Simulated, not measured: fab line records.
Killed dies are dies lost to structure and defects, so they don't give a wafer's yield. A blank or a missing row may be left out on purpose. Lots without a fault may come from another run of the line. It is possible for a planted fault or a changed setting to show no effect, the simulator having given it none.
One fault seen from 2 desks + flow berkeley_cmos170 + every desk sees just its own numbers, and what lay behind them comes last

THE TOOL OWNER'S DESK: implanter-04
UCB170_PLDD_IMPLANT_08, tool's own readings: per-lot mean of the sampled wafers with a number, covering each lot this tool ran. If a lot's mean is further than 4 standard deviations from the usual mean, the lot is out of limits and carries the mark OUT (the distance appears in the brackets).
Columns: A = tilt_deg at UCB170_PLDD_IMPLANT_08, usual 6.997 degrees
| lot  | first seen here | A               |
|------|-----------------|-----------------|
| L371 | day 6 06:49     | 6.981           |
| L380 | day 7 07:44     | 7.001           |
| L375 | day 7 08:39     | 8.359 (+72) OUT |
| L382 | day 7 21:10     | 8.355 (+71) OUT |
| L393 | day 10 09:29    | 6.994           |
Finding of this desk: L375, L382 out of limits; the first was L375 at day 7 08:39, on tilt_deg at UCB170_PLDD_IMPLANT_08. L371, L380, L393: within limits.

THE METROLOGY DESK
Lot by lot, what the gauges showed, no matter which tool ran the lot: averages of those sampled wafers that carry a number. If a lot's mean is further than 4 standard deviations from the usual mean, the lot is out of limits and carries the mark OUT (the distance appears in the brackets).
Columns: A = PLDD_OVL at UCB170_PLDD_OVL_MEAS_07, usual -3 nm; B = PLDD_RS at UCB170_SDANNEAL_RS_MEAS_04, usual 1032 ohm/sq; C = V1_TEOS_THK at UCB170_V1_THK_MEAS_01, usual 1977 nm
| lot  | first seen here | A   | B    | C    |
|------|-----------------|-----|------|------|
| L372 | day 6 01:36     | 0   | 1036 | 1958 |
| L371 | day 6 06:46     | 0   | 1030 | 1961 |
| L374 | day 6 13:25     | -1  | 1029 | 1973 |
| L380 | day 7 07:42     | -3  | 1031 | 1969 |
| L376 | day 7 07:59     | -8  | 1032 | 1992 |
| L375 | day 7 08:36     | -2  | -    | 1954 |
| L382 | day 7 21:07     | -10 | -    | 2007 |
| L384 | day 8 03:26     | -10 | 1032 | 2011 |
| L385 | day 8 19:40     | -2  | 1027 | 1981 |
| L389 | day 9 06:38     | -11 | 1029 | 1995 |
| L391 | day 9 19:14     | 3   | 1027 | 1986 |
| L393 | day 10 09:25    | -4  | 1030 | 1960 |
| L392 | day 10 09:40    | 0   | 1033 | 1969 |
| L390 | day 10 09:51    | -7  | 1033 | 1950 |
This desk's verdict: no lot among the 14 shows anything out of limits.

ALL TOGETHER
At day 7 08:39, on L375, L382, the tool owner's desk was in a position to raise an alarm.
At the metrology desk, nothing out of limits was observed.
The metrology desk has L375, L382 on record, within its limits.
On implanter-04, each named lot ran UCB170_PLDD_IMPLANT_08.

WHAT THE SIMULATOR PUT IN
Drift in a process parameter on implanter-04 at UCB170_PLDD_IMPLANT_08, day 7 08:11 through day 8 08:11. Setting tilt_deg shifted by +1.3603 from 7. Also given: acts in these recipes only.
Shown lots that were struck: L375, L382.
How many hours passed from the start of the fault until each desk's first out-of-limits reading: the tool owner's desk, 0.
